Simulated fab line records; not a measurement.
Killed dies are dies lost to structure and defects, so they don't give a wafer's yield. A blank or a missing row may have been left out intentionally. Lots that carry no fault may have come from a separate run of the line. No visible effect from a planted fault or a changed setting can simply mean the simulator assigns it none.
Which tool was responsible? || flow rit cmos || 42 wafers from 14 lots sampled at 3 of the route's 202 steps

== WHAT THE GAUGES READ, wafer by wafer ==
RIT_ACTIVE_BOW_MEAS_00. Usual: INCOMING_BOW typically reads 0 um, with standard deviation 6.2.
{"lot": "L137", "measured": "day 1 10:00", "on": "film metro-02", "INCOMING_BOW (um)": "0 6 -3", "flag": ""}
{"lot": "L139", "measured": "day 1 20:02", "on": "film metro-02", "INCOMING_BOW (um)": "-4 0 13", "flag": ""}
{"lot": "L140", "measured": "day 2 01:01", "on": "film metro-01", "INCOMING_BOW (um)": "7 3 -9", "flag": ""}
{"lot": "L142", "measured": "day 2 11:04", "on": "film metro-02", "INCOMING_BOW (um)": "-10 2 -2", "flag": ""}
{"lot": "L143", "measured": "day 2 16:00", "on": "film metro-02", "INCOMING_BOW (um)": "0 0 0", "flag": ""}
{"lot": "L144", "measured": "day 2 21:02", "on": "film metro-01", "INCOMING_BOW (um)": "-1 2 -1", "flag": ""}
{"lot": "L145", "measured": "day 3 02:02", "on": "film metro-02", "INCOMING_BOW (um)": "-5 -5 11", "flag": ""}
{"lot": "L147", "measured": "day 3 12:00", "on": "film metro-02", "INCOMING_BOW (um)": "7 5 5", "flag": ""}
{"lot": "L152", "measured": "day 4 13:00", "on": "film metro-01", "INCOMING_BOW (um)": "-12 -6 2", "flag": ""}
{"lot": "L153", "measured": "day 4 18:00", "on": "film metro-02", "INCOMING_BOW (um)": "13 -3 -2", "flag": ""}
{"lot": "L155", "measured": "day 5 04:00", "on": "film metro-01", "INCOMING_BOW (um)": "1 -1 8", "flag": ""}
{"lot": "L156", "measured": "day 5 09:00", "on": "film metro-02", "INCOMING_BOW (um)": "13 10 2", "flag": ""}
{"lot": "L158", "measured": "day 5 19:00", "on": "film metro-02", "INCOMING_BOW (um)": "-6 1 11", "flag": ""}
{"lot": "L160", "measured": "day 6 05:01", "on": "film metro-02", "INCOMING_BOW (um)": "-2 -5 -5", "flag": ""}

RIT_NRETRO_TW_MEAS_10. Usual: NRETRO_TW typically reads 1057, with standard deviation 5.3.
{"lot": "L137", "measured": "day 2 09:07", "on": "film metro-01", "NRETRO_TW": "1070 1068 1063", "flag": ""}
{"lot": "L139", "measured": "day 2 23:58", "on": "film metro-01", "NRETRO_TW": "1061 1063 1059", "flag": ""}
{"lot": "L140", "measured": "day 3 02:35", "on": "film metro-01", "NRETRO_TW": "1050 1060 1056", "flag": ""}
{"lot": "L142", "measured": "day 3 14:45", "on": "film metro-02", "NRETRO_TW": "1057 1051 1056", "flag": ""}
{"lot": "L143", "measured": "day 3 17:23", "on": "film metro-02", "NRETRO_TW": "1047 1056 1059", "flag": ""}
{"lot": "L144", "measured": "day 3 23:28", "on": "film metro-01", "NRETRO_TW": "1051 1042 1053", "flag": ""}
{"lot": "L145", "measured": "day 4 03:32", "on": "film metro-01", "NRETRO_TW": "1057 1056 1062", "flag": ""}
{"lot": "L147", "measured": "day 4 14:34", "on": "film metro-01", "NRETRO_TW": "1066 1064 1059", "flag": ""}
{"lot": "L152", "measured": "day 5 13:16", "on": "film metro-01", "NRETRO_TW": "1061 1055 1059", "flag": ""}
{"lot": "L153", "measured": "day 5 18:27", "on": "film metro-02", "NRETRO_TW": "1055 1051 1061", "flag": ""}
{"lot": "L155", "measured": "day 6 02:26", "on": "film metro-02", "NRETRO_TW": "1058 1057 1047", "flag": ""}
{"lot": "L156", "measured": "day 6 06:16", "on": "film metro-01", "NRETRO_TW": "1060 1052 1058", "flag": ""}
{"lot": "L158", "measured": "day 6 18:09", "on": "film metro-02", "NRETRO_TW": "1056 1051 1050", "flag": ""}
{"lot": "L160", "measured": "day 7 04:19", "on": "film metro-01", "NRETRO_TW": "1060 1063 1059", "flag": ""}

RIT_GATE_OVL_MEAS_17. Usual: GATE_OVL typically reads -1.2 nm, with standard deviation 1.5.
{"lot": "L137", "measured": "day 2 23:09", "on": "overlay-01", "GATE_OVL (nm)": "2.2 1.6 2.7", "flag": ""}
{"lot": "L139", "measured": "day 3 08:56", "on": "overlay-01", "GATE_OVL (nm)": "-3.0 -1.2 -2.9", "flag": ""}
{"lot": "L140", "measured": "day 3 12:13", "on": "overlay-01", "GATE_OVL (nm)": "-3.3 -0.7 -1.3", "flag": ""}
{"lot": "L142", "measured": "day 4 00:02", "on": "overlay-02", "GATE_OVL (nm)": "-3.0 -0.6 0.8", "flag": ""}
{"lot": "L143", "measured": "day 4 01:59", "on": "overlay-01", "GATE_OVL (nm)": "-3.3 -1.2 -1.4", "flag": ""}
{"lot": "L144", "measured": "day 4 09:54", "on": "overlay-01", "GATE_OVL (nm)": "-2.6 0.4 0.9", "flag": ""}
{"lot": "L145", "measured": "day 4 11:25", "on": "overlay-01", "GATE_OVL (nm)": "-1.2 -0.2 -2.2", "flag": ""}
{"lot": "L147", "measured": "day 4 21:14", "on": "overlay-01", "GATE_OVL (nm)": "-1.9 -1.4 -2.7", "flag": ""}
{"lot": "L152", "measured": "day 5 21:24", "on": "overlay-01", "GATE_OVL (nm)": "-1.3 -2.5 -3.1", "flag": ""}
{"lot": "L153", "measured": "day 6 02:00", "on": "overlay-02", "GATE_OVL (nm)": "-0.9 -1.6 -1.9", "flag": ""}
{"lot": "L155", "measured": "day 6 11:34", "on": "overlay-01", "GATE_OVL (nm)": "1.1 -2.4 1.5", "flag": ""}
{"lot": "L156", "measured": "day 6 13:16", "on": "overlay-01", "GATE_OVL (nm)": "0.0 1.3 2.1", "flag": ""}
{"lot": "L158", "measured": "day 7 02:09", "on": "overlay-02", "GATE_OVL (nm)": "-2.1 -2.0 -3.0", "flag": ""}
{"lot": "L160", "measured": "day 7 17:55", "on": "overlay-02", "GATE_OVL (nm)": "-0.2 -1.4 -0.7", "flag": ""}

== WHAT TOOL EACH LOT RAN ON (gives the tool, then ch and the chambers of the sampled wafers, and finally the start) ==
There is no process step in the record ahead of these readings.

== AS READ BY THE TOOLS THEMSELVES (means over the sampled wafers that have a number; for cases with no such wafer, the mark the record gives instead) ==
The record holds no such reading with a usual standard deviation.

== THE ANSWER, worked out from the rows above alone ==
Rule: take the mean of a lot's wafers that have a number; if it is more than 3 standard deviations from the usual mean, the lot is off. Also off: a lot with no number at a reading for which 4 or more lots have one. The other lots that the step has rows for count as sound. First the gauges in route order, then the tools' own readings, where a lot's mean is used as printed above. The first step at which some lot is off is used, and at that step the reading that is off furthest; a lot without a number counts as furthest.
No lot is off at any reading shown: from this, nothing can be told.

== WHAT HAD BEEN PUT IN BY THE SIMULATOR ==
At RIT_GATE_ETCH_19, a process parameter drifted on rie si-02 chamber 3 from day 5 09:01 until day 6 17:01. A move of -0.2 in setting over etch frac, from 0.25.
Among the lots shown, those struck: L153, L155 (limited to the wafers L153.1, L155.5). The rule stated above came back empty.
